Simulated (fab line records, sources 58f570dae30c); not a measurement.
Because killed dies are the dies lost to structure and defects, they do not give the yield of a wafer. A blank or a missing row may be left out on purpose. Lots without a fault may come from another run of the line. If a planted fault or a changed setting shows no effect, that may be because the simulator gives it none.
fab line records	flow berkeley-cmos170
record lots=5	wafers=27
route steps=331 shown ZERO@12 ACTIVE@72 FIELD@90 SACOX@97 GATE@125 NSD@192 CONTACT@217 V1@254 M3@331
start-h: hours from the record's first day to the start of the lot's first wafer shown	wait-h: hours elapsed since this lot's preceding step	" repeats the value in the row above	L1.1+2: several wafers, shown together as one row	- no value, or no start was given	* or withheld: withheld	< > ~ a bound
route shown NAME@n: a module of which the file shows steps, and the number in the route of the first	usual: the fault-free wafers' mean and standard deviation	same: alike in all rows	chamber/n: place in a boat	sites: per-site readings	_std_site: the standard deviation of these	_edge_site: mean of outer sites minus mean of inner sites	radius-mm: how far each site lies from the wafer's centre	mask NAME#n: copy n	behind: tool/chamber where the wafer was last shaped	hold: why the lot was held/for how many hours/how that ended	device: which transistor (n, p or np) failed to switch	end of line: the same wafers' tests at the end of the route	where a step has no rows: the recipe by itself	killed: the dies lost at the first sort to structure and to defects; this is not the yield of the wafer	map: dies across one wafer; x = killed, . = not, _ = none there
set.NAME: the setting as run; set.NAME@STEP: as run at that earlier step	model.NAME: the simulator's own value behind a step, which no gauge read
one table per step and one row per wafer, for lots whose settings were changed on purpose
## steps
# step UCB170_ZERO_ETCH_06
# recipe chemistry=CHF3/CF4/Ar	target=SiO2	time-s=12	pressure-mtorr=100	rf-w=500	CHF3_flow_sccm=50	cf4-flow-sccm=10	Ar_flow_sccm=120	over-etch-frac=1.58
# usual oes-product-au=0.619/0.01
lot.wafer	tool	chamber	start-h	wait-h	set.target-depth-a	oes-product-au
L076.1	rie-diel-02	1	27.18	-	516	0.625
L076.2	"	0	"	"	726	0.553
L076.3	"	3	"	"	726	0.542
L076.4	"	2	"	"	516	0.621
L076.5	"	1	"	"	726	0.556
L076.6	"	0	"	"	516	0.624
L078.1	rie-diel-03	0	40.21	-	296.2	0.829
L078.2	"	1	"	"	516	0.632
L078.3	"	3	"	"	516	0.614
L078.4	"	2	"	"	296.2	0.797
L078.5	"	1	"	"	296.2	0.814
L078.6	"	2	"	"	516	0.619
L081.2	rie-diel-02	0	52.98	-	516	0.639
L081.5	"	3	"	"	516	0.606
L081.6	"	0	"	"	516	0.623
L082.1	rie-diel-03	1	60.82	-	516	0.633
L082.2	"	3	"	"	516	0.613
L082.3	"	0	"	"	516	0.633
L082.4	"	2	"	"	516	0.621
L082.5	"	1	"	"	516	0.632
L082.6	"	2	"	"	516	0.620
L084.1	rie-diel-03	3	70.02	-	516	0.616
L084.2	"	0	"	"	516	0.632
L084.3	"	1	"	"	429	0.680
L084.4	"	2	"	"	429	0.667
L084.5	"	2	"	"	516	0.621
L084.6	"	1	"	"	429	0.684
# step UCB170_ACTIVE_DEVELOP_12
# recipe developer=TMAH	develop-time-s=45	resist=KrF	dev-temp-c=21
lot.wafer	tool	chamber	start-h	wait-h	set.develop-time-s
L076.1+2+3+4+5+6	litho-track-03	0	-	-	45
L078.1+3+6	litho-track-02	0	-	-	45
L078.2+4+5	"	0	"	"	18.88
L081.2+5+6	litho-track-03	0	-	-	45
L082.1+3+4	litho-track-02	0	-	-	45
L082.2+5+6	"	0	"	"	65.41
L084.1+3+5	litho-track-02	0	-	-	37.02
L084.2+4+6	"	0	"	"	45
# step UCB170_ACTIVE_CD_MEAS_13
# recipe target-cd-nm=1200
# usual cd-nm=1200.2/1
lot.wafer	tool	chamber	start-h	wait-h	set.develop-time-s@ACTIVE_DEVELOP_12	cd-nm
L076.1	cd-sem-02	-	85.91	-	45	1201.4
L076.2	"	-	"	"	45	1199.9
L076.3	"	-	"	"	45	1199.5
L076.4	"	-	"	"	45	1199.8
L076.5	"	-	"	"	45	1199.6
L076.6	"	-	"	"	45	1200.8
L078.1	cd-sem-02	-	95.95	-	45	1200.1
L078.2	"	-	"	"	18.88	1208.7
L078.3	"	-	"	"	45	1200.2
L078.4	"	-	"	"	18.88	1207.9
L078.5	"	-	"	"	18.88	1207.7
L078.6	"	-	"	"	45	1200.0
L081.2	cd-sem-01	-	112.58	-	45	1201.3
L081.5	"	-	"	"	45	1200.0
L081.6	"	-	"	"	45	1201.1
L082.1	cd-sem-02	-	119.79	-	45	1200.8
L082.2	"	-	"	"	65.41	1198.9
L082.3	"	-	"	"	45	1201.6
L082.4	"	-	"	"	45	1203.1
L082.5	"	-	"	"	65.41	1199.6
L082.6	"	-	"	"	65.41	1198.7
L084.1	cd-sem-01	-	128.48	-	37.02	1202.0
L084.2	"	-	"	"	45	1200.7
L084.3	"	-	"	"	37.02	1201.0
L084.4	"	-	"	"	45	1199.8
L084.5	"	-	"	"	37.02	1202.2
L084.6	"	-	"	"	45	1199.5
# step UCB170_ACTIVE_ETCH_15
# recipe chemistry=CH3F/Ar/O2	target=Si3N4	stop-on=SiO2	CH3F_flow_sccm=20	Ar_flow_sccm=50	O2_flow_sccm=7	pressure-mtorr=50	rf-w=450	target-depth-a=2420	over-etch-frac=0.1	time-s=145.6
lot.wafer	tool	chamber	start-h	wait-h	set.develop-time-s@ACTIVE_DEVELOP_12	model.ACTIVE.cd-nm
L076.1+6	rie-diel-02	3,0	86.06	0.0	45	1201
L076.2+3+5	"	2,1,3	"	"	45	1200
L076.4	"	0	"	"	45	1199
L078.1+3+6	rie-diel-01	1,2,3	96.10	0.0	45	1200
L078.2	"	3	"	"	18.88	1209
L078.4+5	"	0,2	"	"	18.88	1208
L081.2	rie-diel-02	0	112.72	0.0	45	1201
L081.5	"	1	"	"	45	1200
L081.6	"	0	"	"	45	-
L082.1	rie-diel-02	1	119.94	0.0	45	1201
L082.2+5+6	"	3,3,0	"	"	65.41	1199
L082.3	"	0	"	"	45	1202
L082.4	"	1	"	"	45	1203
L084.1+5	rie-diel-01	1,0	128.63	0.0	37.02	1202
L084.2	"	2	"	"	45	1201
L084.3	"	0	"	"	37.02	1201
L084.4+6	"	3,1	"	"	45	1200
# step UCB170_ACTIVE_STRIP_16
# recipe chemistry=O2	power-w=400	pressure-mtorr=3500	platen-temp-c=withheld	o2-flow-sccm=400	overash-fraction=0.5
# step UCB170_ACTIVE_CD_MEAS_90
# recipe target-cd-nm=1200
# usual cd-nm=1200.3/1
lot.wafer	tool	chamber	start-h	wait-h	set.develop-time-s@ACTIVE_DEVELOP_12	cd-nm
L076.1	cd-sem-01	-	86.26	0.1	45	1201.2
L076.2	"	-	"	"	45	1199.7
L076.3	"	-	"	"	45	1200.2
L076.4	"	-	"	"	45	1199.8
L076.5	"	-	"	"	45	1199.5
L076.6	"	-	"	"	45	1200.9
L078.1	cd-sem-01	-	96.30	0.1	45	1200.1
L078.2	"	-	"	"	18.88	1209.2
L078.3	"	-	"	"	45	1199.9
L078.4	"	-	"	"	18.88	1207.7
L078.5	"	-	"	"	18.88	1208.0
L078.6	"	-	"	"	45	1200.1
L081.2	cd-sem-01	-	112.94	0.1	45	1201.3
L081.5	"	-	"	"	45	1200.6
L081.6	"	-	"	"	45	1201.1
L082.1	cd-sem-01	-	120.14	0.1	45	1201.2
L082.2	"	-	"	"	65.41	1199.5
L082.3	"	-	"	"	45	1201.7
L082.4	"	-	"	"	45	1203.4
L082.5	"	-	"	"	65.41	1198.9
L082.6	"	-	"	"	65.41	1199.0
L084.1	cd-sem-01	-	128.83	0.1	37.02	1202.5
L084.2	"	-	"	"	45	1201.0
L084.3	"	-	"	"	37.02	1201.0
L084.4	"	-	"	"	45	1200.0
L084.5	"	-	"	"	37.02	1202.8
L084.6	"	-	"	"	45	1199.7
# step UCB170_FIELD_OXIDATION_01
# recipe temp-c=1000	ambient=H2O	p-h2o-torr=584.62	target-thk-a=5583	ox-time-s=7200
lot.wafer	tool	chamber	start-h	wait-h	set.ox-time-s	model.SiO2_of_FIELD_OXIDATION_01.thk-nm
L076.1	-	-	-	3.3	4855	433.7
L076.2	"	-	"	"	4855	415.6
L076.3	"	-	"	"	4855	419.6
L076.4	"	-	"	"	4855	428.9
L076.5	"	-	"	"	4855	432.6
L076.6	"	-	"	"	4855	425.8
L078.1	-	-	-	3.3	11140	728
L078.2	"	-	"	"	11140	733.4
L078.3	"	-	"	"	11140	728.8
L078.4	"	-	"	"	11140	730.9
L078.5	"	-	"	"	11140	740.6
L078.6	"	-	"	"	11140	728.4
L081.2	furnace-02	0	118.19	3.8	7200	553.9
L081.5	"	0	"	"	7200	557.1
L081.6	"	0	"	"	7200	554.9
L082.1	-	-	-	1.3	5146	457.8
L082.2	"	-	"	"	5146	461.5
L082.3	"	-	"	"	5146	465.4
L082.4	"	-	"	"	5146	460
L082.5	"	-	"	"	5146	459.2
L082.6	"	-	"	"	5146	459.3
L084.1	-	-	-	2.2	8587	618.4
L084.2	"	-	"	"	8587	622.9
L084.3	"	-	"	"	8587	627.4
L084.4	"	-	"	"	8587	619.8
L084.5	"	-	"	"	8587	620.7
L084.6	"	-	"	"	8587	633.9
# step UCB170_FIELD_THK_MEAS_02
# recipe reads=SiO2_of_FIELD_OXIDATION_01
# usual FIELD_OXIDE_THK=558/8.8
lot.wafer	tool	chamber	start-h	wait-h	set.ox-time-s@FIELD_OXIDATION_01	FIELD_OXIDE_THK[nm]
L076.1	film-metro-02	-	-	-	4855	433
L076.2	"	-	"	"	4855	416
L076.3	"	-	"	"	4855	419
L076.4	"	-	"	"	4855	429
L076.5	"	-	"	"	4855	433
L076.6	"	-	"	"	4855	426
L078.1	film-metro-01	-	-	-	11140	728
L078.2	"	-	"	"	11140	733
L078.3	"	-	"	"	11140	728
L078.4	"	-	"	"	11140	731
L078.5	"	-	"	"	11140	740
L078.6	"	-	"	"	11140	728
L081.2	film-metro-02	-	121.20	0.0	7200	554
L081.5	"	-	"	"	7200	557
L081.6	"	-	"	"	7200	555
L082.1	film-metro-02	-	-	-	5146	458
L082.2	"	-	"	"	5146	462
L082.3	"	-	"	"	5146	465
L082.4	"	-	"	"	5146	460
L082.5	"	-	"	"	5146	460
L082.6	"	-	"	"	5146	459
L084.1	film-metro-02	-	-	-	8587	619
L084.2	"	-	"	"	8587	623
L084.3	"	-	"	"	8587	627
L084.4	"	-	"	"	8587	620
L084.5	"	-	"	"	8587	621
L084.6	"	-	"	"	8587	634
# step UCB170_FIELD_ANNEAL_03
# recipe temp-c=1000	time-s=1200	ambient=N2
# step UCB170_FIELD_WET_ETCH_04
# recipe chemistry=dHF	dilution=10:1	target=SiO2	temp-c=25	time-s=60
# step UCB170_FIELD_WET_ETCH_05
# recipe chemistry=H3PO4	target=Si3N4	temp-c=160	time-s=12600
# step UCB170_FIELD_WET_ETCH_06
# recipe chemistry=BOE	dilution=5:1	target=SiO2	temp-c=25	time-s=22
# step UCB170_FIELD_THK_MEAS_90
# recipe reads=SiO2_of_FIELD_OXIDATION_01
# usual FIELD_OXIDE_LEFT_1_THK=441/9.3
lot.wafer	tool	chamber	start-h	wait-h	set.ox-time-s@FIELD_OXIDATION_01	FIELD_OXIDE_LEFT_1_THK[nm]
L076.1	film-metro-01	-	102.96	0.0	4855	316
L076.2	"	-	"	"	4855	298
L076.3	"	-	"	"	4855	302
L076.4	"	-	"	"	4855	311
L076.5	"	-	"	"	4855	315
L076.6	"	-	"	"	4855	309
L078.1	film-metro-03	-	112.53	0.0	11140	610
L078.2	"	-	"	"	11140	616
L078.3	"	-	"	"	11140	611
L078.4	"	-	"	"	11140	613
L078.5	"	-	"	"	11140	623
L078.6	"	-	"	"	11140	611
L081.2	film-metro-02	-	129.44	0.0	7200	438
L081.5	"	-	"	"	7200	441
L081.6	"	-	"	"	7200	438
L082.1	film-metro-01	-	136.16	0.0	5146	343
L082.2	"	-	"	"	5146	347
L082.3	"	-	"	"	5146	350
L082.4	"	-	"	"	5146	345
L082.5	"	-	"	"	5146	345
L082.6	"	-	"	"	5146	345
L084.1	film-metro-01	-	143.52	0.0	8587	501
L084.2	"	-	"	"	8587	506
L084.3	"	-	"	"	8587	510
L084.4	"	-	"	"	8587	503
L084.5	"	-	"	"	8587	504
L084.6	"	-	"	"	8587	517
# step UCB170_SACOX_CLEAN_00
# recipe chemistry=dHF	dilution=25:1	time-s=7.5
# step UCB170_SACOX_OXIDATION_01
# recipe temp-c=900	ambient=O2	target-thk-a=144	ox-time-s=2400
# step UCB170_GATE_WET_ETCH_00
# recipe chemistry=dHF	dilution=25:1	target=SiO2	temp-c=25	time-s=200
# step UCB170_FIELD_THK_MEAS_91
# recipe reads=SiO2_of_FIELD_OXIDATION_01
# usual FIELD_OXIDE_LEFT_2_THK=353/9.4
lot.wafer	tool	chamber	start-h	wait-h	set.ox-time-s@FIELD_OXIDATION_01	FIELD_OXIDE_LEFT_2_THK[nm]
L076.1	film-metro-01	-	126.60	0.0	4855	229
L076.2	"	-	"	"	4855	211
L076.3	"	-	"	"	4855	215
L076.4	"	-	"	"	4855	224
L076.5	"	-	"	"	4855	228
L076.6	"	-	"	"	4855	221
L078.1	film-metro-01	-	131.69	0.0	11140	522
L078.2	"	-	"	"	11140	527
L078.3	"	-	"	"	11140	523
L078.4	"	-	"	"	11140	525
L078.5	"	-	"	"	11140	535
L078.6	"	-	"	"	11140	522
L081.2	film-metro-02	-	143.84	0.0	7200	350
L081.5	"	-	"	"	7200	352
L081.6	"	-	"	"	7200	351
L082.1	film-metro-01	-	158.84	0.0	5146	256
L082.2	"	-	"	"	5146	259
L082.3	"	-	"	"	5146	263
L082.4	"	-	"	"	5146	258
L082.5	"	-	"	"	5146	257
L082.6	"	-	"	"	5146	257
L084.1	film-metro-01	-	166.25	0.0	8587	413
L084.2	"	-	"	"	8587	417
L084.3	"	-	"	"	8587	421
L084.4	"	-	"	"	8587	414
L084.5	"	-	"	"	8587	415
L084.6	"	-	"	"	8587	428
# step UCB170_NSD_DEVELOP_05
# recipe developer=TMAH	develop-time-s=45	resist=KrF	dev-temp-c=21
lot.wafer	tool	chamber	start-h	wait-h	set.develop-time-s
L076.1+4+5	litho-track-03	0	-	-	71.36
L076.2+3+6	"	0	"	"	45
L078.1+3+4	litho-track-03	0	-	-	45
L078.2+5+6	"	0	"	"	70.14
L081.2+5+6	litho-track-01	0	-	-	45
L082.1+4+6	litho-track-02	0	-	-	34.36
L082.2+3+5	"	0	"	"	45
L084.1+2+3	litho-track-02	0	-	-	45
L084.4+5+6	"	0	"	"	25.2
# step UCB170_NSD_CD_MEAS_06
# recipe target-cd-nm=1200
# usual cd-nm=1199.4/1.4
lot.wafer	tool	chamber	start-h	wait-h	set.develop-time-s@NSD_DEVELOP_05	cd-nm
L076.1	cd-sem-02	-	150.17	-	71.36	1201.9
L076.2	"	-	"	"	45	1198.5
L076.3	"	-	"	"	45	1198.7
L076.4	"	-	"	"	71.36	1202.3
L076.5	"	-	"	"	71.36	1202.4
L076.6	"	-	"	"	45	1198.1
L078.1	cd-sem-02	-	160.45	-	45	1200.3
L078.2	"	-	"	"	70.14	1202.9
L078.3	"	-	"	"	45	1199.9
L078.4	"	-	"	"	45	1199.9
L078.5	"	-	"	"	70.14	1201.3
L078.6	"	-	"	"	70.14	1203.6
L081.2	cd-sem-01	-	169.31	-	45	1197.8
L081.5	"	-	"	"	45	1199.2
L081.6	"	-	"	"	45	1198.1
L082.1	cd-sem-01	-	190.96	-	34.36	1196.4
L082.2	"	-	"	"	45	1197.6
L082.3	"	-	"	"	45	1198.4
L082.4	"	-	"	"	34.36	1197.0
L082.5	"	-	"	"	45	1199.0
L082.6	"	-	"	"	34.36	1195.5
L084.1	cd-sem-02	-	193.09	-	45	1200.0
L084.2	"	-	"	"	45	1199.5
L084.3	"	-	"	"	45	1199.1
L084.4	"	-	"	"	25.2	1194.3
L084.5	"	-	"	"	25.2	1193.0
L084.6	"	-	"	"	25.2	1194.3
# step UCB170_CONTACT_CVD_01
# recipe material=PSG	target-thk-nm=700	temp-c=450	precursor=SiH4/O2/PH3	time-s=2820	pressure-mtorr=300	sih4-flow-sccm=60	o2-flow-sccm=90	ph3-flow-sccm=25
lot.wafer	tool	chamber	start-h	wait-h	set.time-s	model.PSG_of_CONTACT_CVD_01.thk-nm
L076.1	-	-	-	0.0	2820	700.3
L076.2	"	-	"	"	2820	703.3
L076.3	"	-	"	"	2820	700.4
L076.4	"	-	"	"	2820	696.4
L076.5	"	-	"	"	2820	698.5
L076.6	"	-	"	"	2820	706.8
L078.1	-	-	-	0.0	1935	481.5
L078.2	"	-	"	"	1935	482
L078.3	"	-	"	"	1935	480
L078.4	"	-	"	"	1935	476.6
L078.5	"	-	"	"	1935	477.8
L078.6	"	-	"	"	1935	480.8
L081.2	lpcvd-01	1	171.85	0.0	2820	695.4
L081.5	"	1	"	"	2820	698.9
L081.6	"	1	"	"	2820	700.1
L082.1	-	-	-	1.4	1526	381.9
L082.2	"	-	"	"	1526	390.2
L082.3	"	-	"	"	1526	386.5
L082.4	"	-	"	"	1526	386.1
L082.5	"	-	"	"	1526	389.5
L082.6	"	-	"	"	1526	386
L084.1	-	-	-	0.8	2233	553.8
L084.2	"	-	"	"	2233	562.6
L084.3	"	-	"	"	2233	557.6
L084.4	"	-	"	"	2233	558.4
L084.5	"	-	"	"	2233	557.2
L084.6	"	-	"	"	2233	556.2
# step UCB170_CONTACT_THK_MEAS_02
# recipe reads=PSG_of_CONTACT_CVD_01
# usual CONTACT_PSG_THK=700/5.3
lot.wafer	tool	chamber	start-h	wait-h	set.time-s@CONTACT_CVD_01	CONTACT_PSG_THK[nm]
L076.1	film-metro-03	-	-	-	2820	701
L076.2	"	-	"	"	2820	703
L076.3	"	-	"	"	2820	700
L076.4	"	-	"	"	2820	697
L076.5	"	-	"	"	2820	698
L076.6	"	-	"	"	2820	707
L078.1	film-metro-02	-	-	-	1935	481
L078.2	"	-	"	"	1935	482
L078.3	"	-	"	"	1935	480
L078.4	"	-	"	"	1935	477
L078.5	"	-	"	"	1935	478
L078.6	"	-	"	"	1935	481
L081.2	film-metro-03	-	173.65	0.0	2820	695
L081.5	"	-	"	"	2820	699
L081.6	"	-	"	"	2820	700
L082.1	film-metro-03	-	-	-	1526	382
L082.2	"	-	"	"	1526	390
L082.3	"	-	"	"	1526	386
L082.4	"	-	"	"	1526	386
L082.5	"	-	"	"	1526	390
L082.6	"	-	"	"	1526	386
L084.1	film-metro-02	-	-	-	2233	554
L084.2	"	-	"	"	2233	563
L084.3	"	-	"	"	2233	557
L084.4	"	-	"	"	2233	558
L084.5	"	-	"	"	2233	557
L084.6	"	-	"	"	2233	556
# step UCB170_CONTACT_HMDS_03
# recipe prime-time-s=60	prime-temp-c=100
# step UCB170_CONTACT_COAT_04
# recipe resist=KrF	spin-rpm=1500	resist-thk-nm=907
# step UCB170_CONTACT_ETCH_17
# recipe chemistry=N2/H2	target-depth-a=withheld	overetch-a=withheld	target=BARC	time-s=withheld	source-w=500	bias-w=100	pressure-mtorr=30	n2-flow-sccm=100	h2-flow-sccm=200
# step UCB170_CONTACT_ETCH_18
# recipe chemistry=CHF3/CF4/Ar	target=PSG	stop-on=TiSi2	CHF3_flow_sccm=45	cf4-flow-sccm=15	Ar_flow_sccm=150	pressure-mtorr=200	rf-w=700	target-depth-a=8400	over-etch-frac=0.2	time-s=195
# usual oes-product-au=0.901/0.017
lot.wafer	tool	chamber	start-h	wait-h	set.time-s@CONTACT_CVD_01	oes-product-au	model.CONTACT.feature-depth-nm	model.etch.depth-nm
L076.1	rie-diel-04	0	-	-	2820	0.898	700.3	700.3
L076.2	"	2	"	"	2820	0.898	703.3	-
L076.3	"	3	"	"	2820	0.877	700.4	-
L076.4	"	1	"	"	2820	0.884	696.4	-
L076.5	"	0	"	"	2820	0.896	698.5	698.5
L076.6	"	3	"	"	2820	0.869	706.8	706.8
L078.1	rie-diel-01	2	-	-	1935	0.734	481.5	481.5
L078.2	"	3	"	"	1935	0.731	482	482
L078.3	"	0	"	"	1935	0.750	480	-
L078.4	"	1	"	"	1935	0.756	476.6	476.6
L078.5	"	2	"	"	1935	0.737	477.8	-
L078.6	"	1	"	"	1935	0.755	480.8	-
L081.2	rie-diel-01	2	-	-	2820	0.897	695.4	695.4
L081.5	"	2	"	"	2820	0.895	698.9	698.9
L081.6	"	3	"	"	2820	0.885	700.1	700.1
L082.1	rie-diel-01	2	-	-	1526	0.662	381.9	-
L082.2	"	3	"	"	1526	0.661	390.2	390.2
L082.3	"	1	"	"	1526	0.683	386.5	386.5
L082.4	"	0	"	"	1526	0.687	386.1	386.1
L082.5	"	2	"	"	1526	0.670	389.5	-
L082.6	"	1	"	"	1526	0.678	386	-
L084.1	rie-diel-03	3	-	-	2233	0.784	553.8	553.8
L084.2	"	1	"	"	2233	0.814	562.6	562.6
L084.3	"	2	"	"	2233	0.790	557.6	557.6
L084.4	"	0	"	"	2233	0.812	558.4	558.4
L084.5	"	0	"	"	2233	0.807	557.2	557.2
L084.6	"	1	"	"	2233	0.812	556.2	556.2
# step UCB170_V1_CVD_00
# recipe material=SiO2	target-thk-nm=2000	temp-c=390	precursor=TEOS/O2	time-s=250	rf-w=550	pressure-mtorr=9000
lot.wafer	tool	chamber	start-h	wait-h	set.time-s	model.SiO2_of_V1_CVD_00.thk-nm
L076.1	pecvd-02	2	165.01	0.0	250	1983
L076.2	"	1	"	"	250	1987
L076.3	"	0	"	"	250	2003
L076.4	"	0	"	"	250	2029
L076.5	"	1	"	"	250	2037
L076.6	"	2	"	"	250	2031
L078.1	pecvd-02	0	174.82	0.0	208	1665
L078.2	"	1	"	"	250	1967
L078.3	"	2	"	"	208	1620
L078.4	"	0	"	"	250	2012
L078.5	"	1	"	"	208	1677
L078.6	"	2	"	"	250	2018
L081.2	pecvd-02	0	181.84	0.0	250	2021
L081.5	"	0	"	"	250	2020
L081.6	"	2	"	"	250	2036
L082.1	pecvd-03	2	208.36	0.0	250	1975
L082.2	"	0	"	"	109.5	881.3
L082.3	"	1	"	"	250	1981
L082.4	"	0	"	"	109.5	907.7
L082.5	"	1	"	"	250	2022
L082.6	"	2	"	"	109.5	882.5
L084.1	pecvd-01	0	208.36	0.0	250	2007
L084.2	"	1	"	"	147.4	1218
L084.3	"	2	"	"	250	2031
L084.4	"	1	"	"	147.4	1207
L084.5	"	2	"	"	147.4	1217
L084.6	"	0	"	"	250	2053
# step UCB170_V1_THK_MEAS_01
# recipe reads=SiO2_of_V1_CVD_00
# usual V1_TEOS_THK=2013/23
lot.wafer	tool	chamber	start-h	wait-h	set.time-s@V1_CVD_00	V1_TEOS_THK[nm]
L076.1	film-metro-01	-	165.16	0.1	250	1984
L076.2	"	-	"	"	250	1987
L076.3	"	-	"	"	250	2003
L076.4	"	-	"	"	250	2030
L076.5	"	-	"	"	250	2037
L076.6	"	-	"	"	250	2030
L078.1	film-metro-03	-	174.98	0.1	208	1665
L078.2	"	-	"	"	250	1967
L078.3	"	-	"	"	208	1620
L078.4	"	-	"	"	250	2013
L078.5	"	-	"	"	208	1676
L078.6	"	-	"	"	250	2018
L081.2	film-metro-01	-	182.00	0.1	250	2020
L081.5	"	-	"	"	250	2019
L081.6	"	-	"	"	250	2037
L082.1	film-metro-04	-	208.52	0.1	250	1974
L082.2	"	-	"	"	109.5	881
L082.3	"	-	"	"	250	1981
L082.4	"	-	"	"	109.5	908
L082.5	"	-	"	"	250	2023
L082.6	"	-	"	"	109.5	883
L084.1	film-metro-03	-	208.52	0.1	250	2005
L084.2	"	-	"	"	147.4	1218
L084.3	"	-	"	"	250	2030
L084.4	"	-	"	"	147.4	1206
L084.5	"	-	"	"	147.4	1217
L084.6	"	-	"	"	250	2053
# step UCB170_M3_PROBE_99
lot.wafer	tool	chamber	start-h	wait-h	set.ox-time-s@FIELD_OXIDATION_01	model.etest.nldd.line-ohm-um	model.etest.nldd.width-nm	model.etest.nmos-narrow.drive-ua-um	model.etest.nplus-sal.width-nm	model.etest.pldd.line-ohm-um	model.etest.pldd.width-nm	model.etest.pmos-narrow.drive-ua-um	model.etest.pplus-sal.width-nm
L078.1	prober-02	-	186.92	0.1	11140	1977	386.4	266.9	518.3	2871	387.2	105.1	518.9
L078.2	prober-02	-	186.97	0.1	11140	1993	390.5	263.1	511.1	2849	389	102.2	509.9
L078.3	prober-02	-	187.02	0.2	11140	2009	389.3	267.4	530.5	2808	388.2	105.1	531.8
L078.4	prober-02	-	187.07	0.2	11140	2013	388.3	270.2	492.5	2883	389.3	103.7	492.7
L078.5	prober-02	-	187.12	0.2	11140	2016	377.9	258.4	504.3	2994	379.1	100.6	503.9
L081.6	prober-01	-	193.27	0.2	7200	1256	617.7	357.2	695.9	1849	614.3	138.3	697.7
L082.1	prober-01	-	218.83	0.1	5146	1080	727.5	429	800	1514	724.5	171.2	799.9
L082.2	prober-01	-	218.88	0.1	5146	1082	716.4	420.8	798.6	1498	720.8	169.1	799.1
L082.4	prober-01	-	218.98	0.2	5146	1092	724.2	429.8	800	1500	727.2	172.7	798.8
L082.5	prober-01	-	219.03	0.2	5146	1086	725.6	419.6	785.2	1510	723.2	172.4	790.8
L082.6	prober-01	-	219.08	0.2	5146	1084	723.8	420.1	787.8	1512	722.6	169.5	791.6
L084.1	prober-02	-	219.44	0.1	8587	1430	537.1	338.2	640.2	2053	538.2	133.9	645.4
L084.2	prober-02	-	219.49	0.1	8587	1447	533.9	332.7	631.1	2127	534	132.7	632.6
L084.3	prober-02	-	219.54	0.2	8587	1447	531.1	332	623.9	2062	528.6	132.6	626.3
L084.4	prober-02	-	219.59	0.2	8587	1414	537	338	624.4	2044	538.2	133.6	623.8
L084.5	prober-02	-	219.64	0.2	8587	1426	539.5	338.6	632	2113	538	133.7	629.4
L084.6	prober-02	-	219.69	0.2	8587	1481	516.8	327.4	591.7	2191	518.8	130.1	595.2
# killed by level:class
L081.6 ACTIVE:area-etch=4 GATE:geometric-particle:open=2 M1:geometric-particle:short=1 M3:geometric-particle:short=1 PWELL:area-etch=1
## key
split step=UCB170_ZERO_ETCH_06	setting=target-depth-a	stated=516	by=wafer
response step=UCB170_ZERO_ETCH_06	reading=oes-product-au	change=-0.00321	per=1%	r=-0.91
split step=UCB170_ACTIVE_DEVELOP_12	setting=develop-time-s	stated=45	by=wafer
response step=UCB170_ACTIVE_CD_MEAS_13	reading=cd-nm	change=-0.108	per=1%	r=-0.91
response step=UCB170_ACTIVE_ETCH_15	reading=model.ACTIVE.cd-nm	change=-0.111	per=1%	r=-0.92
response step=UCB170_ACTIVE_CD_MEAS_90	reading=cd-nm	change=-0.112	per=1%	r=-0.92
split step=UCB170_FIELD_OXIDATION_01	setting=ox-time-s	stated=7200	by=lot
response step=UCB170_FIELD_OXIDATION_01	reading=model.SiO2_of_FIELD_OXIDATION_01.thk-nm	change=+3.43	per=1%	r=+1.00
response step=UCB170_FIELD_THK_MEAS_02	reading=FIELD_OXIDE_THK	change=+3.42	per=1%	r=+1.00
response step=UCB170_FIELD_THK_MEAS_90	reading=FIELD_OXIDE_LEFT_1_THK	change=+3.41	per=1%	r=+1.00
response step=UCB170_FIELD_THK_MEAS_91	reading=FIELD_OXIDE_LEFT_2_THK	change=+3.4	per=1%	r=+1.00
response step=UCB170_M3_PROBE_99	reading=model.etest.pldd.line-ohm-um	change=+16.3	per=1%	r=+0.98
response step=UCB170_M3_PROBE_99	reading=model.etest.nldd.line-ohm-um	change=+10.9	per=1%	r=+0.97
response step=UCB170_M3_PROBE_99	reading=model.etest.pldd.width-nm	change=-4.05	per=1%	r=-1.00
response step=UCB170_M3_PROBE_99	reading=model.etest.nldd.width-nm	change=-4.05	per=1%	r=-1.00
split step=UCB170_NSD_DEVELOP_05	setting=develop-time-s	stated=45	by=wafer
response step=UCB170_NSD_CD_MEAS_06	reading=cd-nm	change=+0.073	per=1%	r=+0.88
split step=UCB170_CONTACT_CVD_01	setting=time-s	stated=2820	by=lot
response step=UCB170_CONTACT_CVD_01	reading=model.PSG_of_CONTACT_CVD_01.thk-nm	change=+6.87	per=1%	r=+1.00
response step=UCB170_CONTACT_THK_MEAS_02	reading=CONTACT_PSG_THK	change=+6.87	per=1%	r=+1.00
response step=UCB170_CONTACT_ETCH_18	reading=oes-product-au	change=+0.00468	per=1%	r=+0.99
response step=UCB170_CONTACT_ETCH_18	reading=model.CONTACT.feature-depth-nm	change=+6.87	per=1%	r=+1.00
response step=UCB170_CONTACT_ETCH_18	reading=model.etch.depth-nm	change=+6.85	per=1%	r=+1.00
split step=UCB170_V1_CVD_00	setting=time-s	stated=250	by=wafer
response step=UCB170_V1_CVD_00	reading=model.SiO2_of_V1_CVD_00.thk-nm	change=+19.8	per=1%	r=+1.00
response step=UCB170_V1_THK_MEAS_01	reading=V1_TEOS_THK	change=+19.7	per=1%	r=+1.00
